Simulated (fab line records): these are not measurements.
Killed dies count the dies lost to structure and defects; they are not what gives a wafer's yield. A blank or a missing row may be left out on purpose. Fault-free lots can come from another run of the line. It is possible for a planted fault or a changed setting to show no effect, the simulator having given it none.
Check of tool commonality	flow rit cmos	13 lots and 39 wafers in the sample

## WHY IT WAS OPENED
On 1 of the 13 lots, a flag is raised at RIT_ACTIVE_CD_MEAS_11 on the reading cd nm. Wafers without a fault read 1401.1 nm, standard deviation 1.9.
Rule: a lot is flagged in two cases, either no wafer of it has a number, or all its wafers with numbers fall more than 4 standard deviations from that mean. All remaining lots are regarded as sound.

lot	measured	on	cd nm (nm), wafer by wafer	flag
L192	day 1 14:41	cd sem-01	1400.0 1397.9 1399.9	
L193	day 1 19:26	cd sem-02	1399.7 1401.6 1401.9	
L195	day 2 05:37	cd sem-02	1401.2 1401.5 1400.7	
L196	day 2 10:40	cd sem-02	1399.9 1399.3 1398.8	
L198	day 2 20:28	cd sem-02	1399.3 1400.4 1399.9	
L199	day 3 01:40	cd sem-02	1401.6 1403.6 1402.8	
L200	day 3 06:34	cd sem-01	1398.4 1398.8 1398.2	
L201	day 3 13:32	cd sem-02	1401.8 1402.4 1399.3	
L202	day 3 16:26	cd sem-02	1403.6 1402.1 1404.0	
L203	day 3 22:03	cd sem-02	1396.5 1398.9 1399.6	
L205	day 4 07:28	cd sem-02	1400.5 1398.8 1400.0	
L206	day 4 12:34	cd sem-01	1282.8 1282.2 1282.9	FLAGGED
L212	day 5 18:26	cd sem-01	1401.4 1402.9 1402.8	
The mean of the flagged lots' numbers is 1282.6 nm, -118.5 nm from the usual (-62 standard deviations).

## TOOL THAT RAN EACH LOT
The record holds 1 process step before the reading, out of a route of 202 steps. Cell contents, in order: the tool; ch with the chambers the sampled wafers went through; the start.
lot	flag	RIT_ACTIVE_EXPOSE_08
L192		iline stepper-01 ch 0, day 1 14:09
L193		iline stepper-01 ch 0, day 1 19:02
L195		iline stepper-01 ch 0, day 2 05:13
L196		iline stepper-02 ch 0, day 2 10:12
L198		iline stepper-02 ch 0, day 2 20:04
L199		iline stepper-01 ch 0, day 3 01:16
L200		iline stepper-02 ch 0, day 3 06:10
L201		iline stepper-01 ch 0, day 3 13:00
L202		iline stepper-01 ch 0, day 3 16:02
L203		iline stepper-02 ch 0, day 3 21:39
L205		iline stepper-02 ch 0, day 4 07:04
L206	FLAGGED	iline stepper-01 ch 0, day 4 12:10
L212		iline stepper-01 ch 0, day 5 18:02
What the steps here do:
- RIT_ACTIVE_EXPOSE_08: exposes mask M1, target cd 1400 nm.
- RIT_ACTIVE_CD_MEAS_11: target cd 1400 nm.

## FLAGGED OVER TOTAL, TOOL BY TOOL (the gauges that took the reading come last)
step	tool	lots run	flagged	share of the flagged lots	sound lots run after its first flagged lot
RIT_ACTIVE_EXPOSE_08	iline stepper-01	8	1	all	1 (L212)
RIT_ACTIVE_EXPOSE_08	iline stepper-02	5	0	none	-
RIT_ACTIVE_CD_MEAS_11	cd sem-01	4	1	all	1 (L212)
RIT_ACTIVE_CD_MEAS_11	cd sem-02	9	0	none	-

## WHAT IS ALLOWED BY THE TABLE
Table rows that saw every flagged lot: 2, namely iline stepper-01 at RIT_ACTIVE_EXPOSE_08 and cd sem-01 at RIT_ACTIVE_CD_MEAS_11.
- iline stepper-01 at RIT_ACTIVE_EXPOSE_08 ran 8 lots, 1 of them flagged. Lots that were sound ran on it after the first flagged one (L212); a persistent fault on the entire tool would not allow that.
- cd sem-01 at RIT_ACTIVE_CD_MEAS_11 ran 4 lots, 1 of them flagged. Lots that were sound ran on it after the first flagged one (L212); a persistent fault on the entire tool would not allow that.
Every row of the table either missed a flagged lot or ran a sound lot after the first.

## WHAT THE SIMULATOR HAD PUT IN
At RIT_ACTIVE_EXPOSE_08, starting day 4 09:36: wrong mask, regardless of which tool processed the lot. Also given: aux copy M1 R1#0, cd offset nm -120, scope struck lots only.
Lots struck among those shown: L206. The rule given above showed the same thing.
